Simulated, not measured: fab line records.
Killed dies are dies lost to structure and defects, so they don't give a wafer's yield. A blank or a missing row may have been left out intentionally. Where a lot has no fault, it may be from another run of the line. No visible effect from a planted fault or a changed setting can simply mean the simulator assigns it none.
What tool caused it?    flow berkeleyCmos170    7 lots, 21 wafers sampled, at 2 steps of a route of 331

WHAT THE GAUGES READ, wafer by wafer
UCB170_PWELL_TW_MEAS_17.
lot   measured     on            PWELL_TW
L904  day 3 00:26  filmMetro-03  381 378 381
L906  day 3 13:25  filmMetro-02  376 374 376
L908  day 4 01:00  filmMetro-02  371 371 372
L917  day 5 23:53  filmMetro-03  318 319 319
L922  day 7 05:42  filmMetro-03  382 381 382
L924  day 7 14:03  filmMetro-03  380 380 379
L926  day 7 21:50  filmMetro-03  382 383 382

WHAT TOOL EACH LOT RAN ON (gives the tool, then ch and the chambers of the sampled wafers, and finally the start)
lot   UCB170_PWELL_IMPLANT_15
L904  implanter-02 ch 0, day 3 00:13
L906  implanter-02 ch 0, day 3 13:11
L908  implanter-01 ch 0, day 4 00:45
L917  implanter-02 ch 0, day 5 23:40
L922  implanter-04 ch 0, day 7 05:28
L924  implanter-01 ch 0, day 7 13:49
L926  implanter-01 ch 0, day 7 21:37
- UCB170_PWELL_IMPLANT_15

THE ANSWER, worked out from the rows above alone
Rule: usual is defined by the lots themselves. The widest of any qualifying gaps counts: lots, ordered by their means at a reading, are off when they make up no more than a third of the lots, leave a main group of 4 or more, and stand apart from it by 3 or more times the standard deviation of that group's means. The tables above print the reading to a certain number of digits; a main group whose means all agree to those digits is not used. A lot without any number at a reading at which 4 lots or more have one is off too. Where the step has rows for the other lots, those lots are counted as sound.
Off: L917, at UCB170_PWELL_TW_MEAS_17 (PWELL_TW). Mean 378 and standard deviation 3.9 in the main group.
If a tool, at a process step before that reading, ran all the lots that are off and no sound lot after the first of them, it fits. Gauges at UCB170_PWELL_TW_MEAS_17: tried the same way as those tools. One fits: implanter-02 at UCB170_PWELL_IMPLANT_15. A fault onset in the window from L906 (day 3 13:11, its last sound lot) to L917 (day 5 23:40, its first lot off) fits.

WHAT THE SIMULATOR HAD INSERTED
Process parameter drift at UCB170_PWELL_IMPLANT_15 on implanter-02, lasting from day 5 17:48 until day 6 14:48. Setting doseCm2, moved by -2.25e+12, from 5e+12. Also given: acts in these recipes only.
Struck lots among those shown: L917. The rule above found the same.
